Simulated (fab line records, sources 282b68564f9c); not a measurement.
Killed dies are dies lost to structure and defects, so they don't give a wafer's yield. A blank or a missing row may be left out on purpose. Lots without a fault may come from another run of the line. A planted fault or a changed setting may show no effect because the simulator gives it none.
fab line records | flow rit_cmos
record lots=15 wafers=45 last_day=7
route steps=202 shown PRETRO@72 M1@202
lots that met no fault: from a run of the same line without faults
start_h: hours from the record's first day to the start of the lot's first wafer shown | wait_h: hours since the lot's step before | " the same as in the row above | L1.1+2: a row that stands for several wafers | - no value, or no start given | * or withheld: withheld | < > ~ a bound
route shown NAME@n: a module of which the file shows steps, and the number in the route of the first | usual: mean/standard deviation of fault-free wafers | same: alike in all rows | chamber/n: place in a boat | sites: the reading at each site | _std_site: their standard deviation | _edge_site: outer sites' mean less inner sites' | radius_mm: how far each site lies from the wafer's centre | mask NAME#n: copy n | behind: the tool/chamber that last shaped the wafer | hold: why the lot was held/for how many hours/how that ended | device: the transistor (n, p or np) that didn't switch | end of line: the same wafers' tests at the end of the route | a step without rows: its recipe alone | killed: dies lost to structure and defects at the first sort, not the wafer's yield | map: a wafer's dies, x killed, . not, _ none there
set.NAME: the setting as run; set.NAME@STEP: as run at that earlier step | model.NAME: the simulator's own value behind a step, which no gauge read
steps of the route over a sample of lots; a table a step, a row a wafer
services: from which hour (start_h, from the record's first day; less than 0 if before it) a tool's chamber was out of use, for how many hours, and why
## steps
# step RIT_PRETRO_IMPLANT_08
# recipe species=B energy_kev=45 dose_cm2=1.2e+13 tilt_deg=7
# usual beam_energy_keV=45.001/0.015 tilt_deg=6.997/0.02
# columns lot.wafer tool chamber start_h wait_h beam_energy_keV tilt_deg
L885.1 implanter-03 0 53.38 0.2 45.004 6.998
L885.3 " 0 " " 44.998 6.984
L885.6 " 0 " " 44.993 7.010
L887.1 implanter-02 0 59.02 0.2 45.000 7.006
L887.5 " 0 " " 45.002 6.997
L887.6 " 0 " " 45.000 7.024
L889.1 implanter-02 0 66.84 0.2 45.012 7.005
L889.2 " 0 " " 44.991 7.006
L889.6 " 0 " " 44.996 7.012
L888.2 implanter-01 0 67.31 0.2 45.009 7.011
L888.3 " 0 " " 44.994 6.977
L888.5 " 0 " " 45.015 7.008
L891.3 implanter-02 0 70.55 0.2 44.997 7.007
L891.4 " 0 " " 45.011 7.015
L891.5 " 0 " " 45.010 7.000
L890.2 implanter-01 0 70.77 0.2 45.013 7.020
L890.3 " 0 " " 45.011 6.967
L890.5 " 0 " " 45.019 7.014
L892.1 implanter-01 0 77.43 0.2 45.010 6.975
L892.5 " 0 " " 45.023 6.972
L892.6 " 0 " " 45.004 6.976
L894.2 implanter-03 0 84.09 0.2 45.006 6.998
L894.3 " 0 " " 44.990 6.973
L894.5 " 0 " " 44.999 6.967
L896.2 implanter-02 0 96.40 0.2 45.025 7.027
L896.5 " 0 " " 45.019 7.014
L896.6 " 0 " " 45.014 7.034
L897.2 implanter-02 0 99.91 0.2 45.002 6.982
L897.5 " 0 " " 44.987 7.020
L897.6 " 0 " " 45.007 7.046
L898.3 implanter-03 0 104.47 0.2 45.025 6.996
L898.4 " 0 " " 45.009 7.030
L898.6 " 0 " " 45.024 7.030
L900.1 implanter-03 0 113.20 0.2 29.233 6.963
L900.3 " 0 " " 29.242 6.963
L900.6 " 0 " " 29.223 6.961
L901.1 implanter-03 0 118.53 0.2 29.255 6.973
L901.3 " 0 " " 29.244 6.993
L901.4 " 0 " " 29.227 6.986
L904.3 implanter-03 0 132.97 0.2 29.260 6.993
L904.4 " 0 " " 29.230 6.988
L904.6 " 0 " " 29.255 6.977
L907.2 implanter-01 0 150.68 0.2 45.007 6.976
L907.4 " 0 " " 44.999 6.987
L907.5 " 0 " " 45.001 6.958
# step RIT_PRETRO_TW_MEAS_10
# usual PRETRO_TW=477/4.8
# columns lot.wafer tool chamber start_h wait_h PRETRO_TW
L885.1 film_metro-04 - 53.71 0.1 476
L885.3 " - " " 472
L885.6 " - " " 477
L887.1 film_metro-04 - 59.34 0.1 474
L887.5 " - " " 473
L887.6 " - " " 473
L889.1 film_metro-02 - 67.17 0.1 475
L889.2 " - " " 475
L889.6 " - " " 474
L888.2 film_metro-01 - 67.62 0.1 485
L888.3 " - " " 483
L888.5 " - " " 481
L891.3 film_metro-04 - 70.84 0.1 472
L891.4 " - " " 477
L891.5 " - " " 471
L890.2 film_metro-01 - 71.08 0.1 482
L890.3 " - " " 488
L890.5 " - " " 486
L892.1 film_metro-02 - 77.75 0.1 473
L892.5 " - " " 475
L892.6 " - " " 474
L894.2 film_metro-02 - 84.40 0.1 475
L894.3 " - " " 474
L894.5 " - " " 474
L896.2 film_metro-01 - 96.71 0.1 483
L896.5 " - " " 484
L896.6 " - " " 485
L897.2 film_metro-04 - 100.22 0.1 474
L897.5 " - " " 476
L897.6 " - " " 473
L898.3 film_metro-02 - 104.76 0.1 478
L898.4 " - " " 478
L898.6 " - " " 478
L900.1 film_metro-04 - 113.52 0.1 440
L900.3 " - " " 442
L900.6 " - " " 441
L901.1 film_metro-02 - 118.86 0.1 440
L901.3 " - " " 442
L901.4 " - " " 441
L904.3 film_metro-04 - 133.27 0.1 440
L904.4 " - " " 440
L904.6 " - " " 439
L907.2 film_metro-01 - 150.99 0.1 485
L907.4 " - " " 482
L907.5 " - " " 484
# step RIT_M1_PROBE_99
# usual killed_at_M0_to_M3=0.0/0.14 killed_at_front_end=7.3/2.8 killed_dies=7.3/2.8 killed_open=3.8/1.9 killed_short=3.5/1.8
# same gross_dies=264 killed_at_M4_up=0 killed_at_back_side=0 killed_at_contacts=0 killed_at_other=0
# columns lot.wafer tool chamber start_h wait_h killed_at_M0_to_M3 killed_at_front_end killed_dies killed_open killed_short
L894.2 prober-01 - 114.31 0.1 0 7 7 3 4
L894.3 prober-01 - 114.36 0.2 0 11 11 4 7
L894.5 prober-01 - 114.46 0.2 0 5 5 1 4
# killed by level:class
L894.2 GATE:geometric_particle:open=2 GATE:geometric_particle:short=2 REOX:geometric_particle:open=1 REOX:geometric_particle:short=1 SILICIDE:geometric_particle:short=1
L894.3 GATE:geometric_particle:open=3 GATE:geometric_particle:short=2 REOX:geometric_particle:short=2 SILICIDE:geometric_particle:short=2 FOX1:geometric_particle:short=1 SILICIDE:geometric_particle:open=1
L894.5 FOX2:geometric_particle:short=1 GATE:geometric_particle:short=1 REOX:geometric_particle:short=1 SILICIDE:geometric_particle:open=1 SILICIDE:geometric_particle:short=1
## services
# columns tool chamber start_h hours kind
implanter-03 - 34.92 5.1 pm
implanter-02 - 79.65 3.0 pm
implanter-01 - 89.92 3.4 repair
implanter-03 - 90.35 1.7 repair
implanter-01 - 137.13 1.4 repair
## key
first_sign step=RIT_PRETRO_IMPLANT_08 reading=beam_energy_keV direction=down sigmas=99+ usual=45.001 struck=29.241
effect step=RIT_PRETRO_TW_MEAS_10 reading=PRETRO_TW direction=down sigmas=7.6 usual=477 struck=441
met_at RIT_PRETRO_IMPLANT_08
struck_lots L900,L901,L904
tester_left_out L900,L901,L904
onset_between 104.47 113.20
fault kind=process_parameter_drift tool=implanter-03 chamber=- onset_h=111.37 steps=RIT_PRETRO_IMPLANT_08 channel=energy_kev offset=-15.75 shape=step end_h=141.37 acts_in=these_recipes_only stated=45
# tester_left_out: of these lots the tester's yield and bins aren't shown, on N5 and GAA mostly nor the transistor test; their killed dies are dies lost to structure and defects alone, not to doping, threshold or leakage, so they don't give the yield
